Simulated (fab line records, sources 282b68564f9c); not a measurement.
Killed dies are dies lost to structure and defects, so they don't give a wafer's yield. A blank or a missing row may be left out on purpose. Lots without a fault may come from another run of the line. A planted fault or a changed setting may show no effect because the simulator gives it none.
Which tool did it? | flow rit_cmos | 15 lots, 45 wafers sampled, at 1 step of a route of 202

WHAT THE GAUGES READ, wafer by wafer
The record holds no reading of a measuring or inspecting step that can be judged against a usual standard deviation.

WHICH TOOL RAN EACH LOT (tool, then ch and the chambers of the sampled wafers, then the start)
lot  | RIT_SPACER_ETCHBACK_05
L533 | rie_diel-02 ch 0,2,3, day 3 03:05
L534 | rie_diel-04 ch 0,2,3, day 3 09:10
L535 | rie_diel-03 ch 2,3, day 3 14:25
L536 | rie_diel-03 ch 1,2, day 3 20:40
L538 | rie_diel-02 ch 0,1,3, day 4 03:48
L539 | rie_diel-03 ch 1,2,3, day 4 11:29
L540 | rie_diel-04 ch 0,1,2, day 4 14:19
L541 | rie_diel-03 ch 1,2,3, day 4 18:10
L542 | rie_diel-03 ch 0,1,3, day 5 00:43
L546 | rie_diel-02 ch 0,1, day 5 21:32
L547 | rie_diel-03 ch 0,1,3, day 6 03:55
L548 | rie_diel-04 ch 0,3, day 6 07:54
L550 | rie_diel-03 ch 0,2, day 6 20:04
L551 | rie_diel-04 ch 0,1,3, day 6 22:29
L554 | rie_diel-03 ch 0,1, day 7 17:33
- RIT_SPACER_ETCHBACK_05: etches Si3N4 in SF6/CHF3, stops on SiO2, target depth 250 nm, time 240 s.

WHAT THE TOOLS THEMSELVES READ (means of the sampled wafers that have a number; where no wafer has one, the mark that the record gives instead)
RIT_SPACER_ETCHBACK_05.
lot  | tool        | CHF3_flow_sccm (sccm) | SF6_flow_sccm (sccm) | drypump_motor_current_A (A) | oes_product_au (a.u.) | throttle_valve_pct (%)
L533 | rie_diel-02 | 29.89                 | 29.93                | 5.9                         | 0.862                 | 10.16
L534 | rie_diel-04 | 30.00                 | 29.98                | 5.3                         | 0.848                 | 10.32
L535 | rie_diel-03 | 30.12                 | 30.09                | 6.0                         | 0.839                 | 10.15
L536 | rie_diel-03 | 30.08                 | 29.95                | 6.0                         | 0.834                 | 10.21
L538 | rie_diel-02 | 29.99                 | 30.02                | 5.7                         | 0.853                 | 10.12
L539 | rie_diel-03 | 29.93                 | 30.10                | 6.3                         | 0.839                 | 10.20
L540 | rie_diel-04 | -                     | -                    | -                           | -                     | -
L541 | rie_diel-03 | -                     | -                    | -                           | -                     | -
L542 | rie_diel-03 | -                     | -                    | -                           | -                     | -
L546 | rie_diel-02 | 30.02                 | 29.92                | 5.6                         | 0.843                 | 10.20
L547 | rie_diel-03 | 30.01                 | 29.94                | 6.1                         | 0.850                 | 10.26
L548 | rie_diel-04 | 29.90                 | 29.98                | 5.1                         | 0.854                 | 10.22
L550 | rie_diel-03 | 29.98                 | 30.05                | 5.4                         | 0.818                 | 10.28
L551 | rie_diel-04 | 30.04                 | 29.96                | 5.5                         | 0.842                 | 10.26
L554 | rie_diel-03 | 29.89                 | 30.02                | 6.1                         | 0.843                 | 10.31

THE ANSWER, worked out from the rows above alone
Rule: what is usual is taken from the lots themselves. Put in order of their means at a reading, lots are off if they are a third of the lots or fewer, leave a main group of 4 or more, and stand apart from it by a gap of 3 or more times the standard deviation of the main group's means; of several such gaps the widest counts. A main group whose means are all the same, to the digits that the tables above print for the reading, isn't used. A lot without any number at a reading at which 4 lots or more have one is off too. The other lots that the step has rows for count as sound. The gauges are gone through in route order, then the tools' own readings, and for those a lot's mean is taken as printed above. The first step at which some lot is off is used, and at that step the reading that is off furthest; a lot without a number counts as furthest.
Off: L540, L541, L542, at RIT_SPACER_ETCHBACK_05 (CHF3_flow_sccm). Without a number there: L540, L541, L542. The main group: mean 29.99 sccm, standard deviation 0.071.
A tool fits if, at that step or a process step before it, it ran every lot that is off, and no sound lot after the first of them. None of those tried fits.

WHAT THE SIMULATOR HAD PUT IN
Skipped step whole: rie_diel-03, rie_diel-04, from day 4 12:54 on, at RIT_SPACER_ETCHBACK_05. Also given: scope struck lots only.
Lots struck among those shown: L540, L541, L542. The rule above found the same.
